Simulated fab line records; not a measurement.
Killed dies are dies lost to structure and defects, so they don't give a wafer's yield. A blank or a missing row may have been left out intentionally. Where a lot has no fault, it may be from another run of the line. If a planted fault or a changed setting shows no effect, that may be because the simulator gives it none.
Matching of chambers | flow berkeley_cmos170 | UCB170_V1_CVD_00 on pecvd-01 has 3 sister chambers
The step deposits SiO2 from TEOS/O2, target thk 2000 nm, time 250 s. 6 wafers are shown with their chamber, then 7 later ones without.

== WAFERS PAIRED WITH THEIR CHAMBERS ==
wafer  | chamber | heater_power_w (W) | rf_fwd_power_W (W)
L623.6 | 1       | 201                | 548.2
L629.4 | 2       | 167                | 545.1
L629.5 | 0       | 231                | 550.1
L629.6 | 1       | 198                | 548.1
L630.2 | 0       | 307                | 550.1
L630.4 | 2       | 163                | 549.6

== WAFERS MISSING THEIR CHAMBER ==
wafer  | heater_power_w (W) | rf_fwd_power_W (W)
L630.6 | 201                | 548.9
L632.1 | 267                | 548.6
L632.4 | 167                | 550.7
L632.6 | 195                | 551.9
L633.1 | 222                | 547.6
L633.4 | 201                | 549.4
L633.5 | 167                | 545.9

== CHAMBER TAKEN BY EACH ==
wafer  | from the rows above          | in truth
L630.6 | can't be placed: 1 or 2 or 0 | 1
L632.1 | can't be placed: 0 or 1      | 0
L632.4 | can't be placed: 1 or 2 or 0 | 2
L632.6 | can't be placed: 1 or 0 or 2 | 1
L633.1 | can't be placed: 1 or 2 or 0 | 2
L633.4 | can't be placed: 1 or 2 or 0 | 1
L633.5 | can't be placed: 2 or 1      | 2
Correctly placed: 0 of 7. Can't be placed from these rows: 7 (the true chamber is among the candidates in 7). Number placed wrongly: 0.
How it was worked out, from the rows above alone: a wafer's distance from a chamber is the root of the sum, over the readings, of the square of ((its reading less the chamber's mean) divided by the reading's scatter). The wafer belongs to the nearest chamber; if the next one is less than 2 further off, it can't be placed. For every chamber, the mean is computed from those of its wafers that are shown. How the scatter is found: for the shown wafers, subtract from each reading the mean of its chamber, square and add these, divide the total by (wafers less chambers), then take the root.
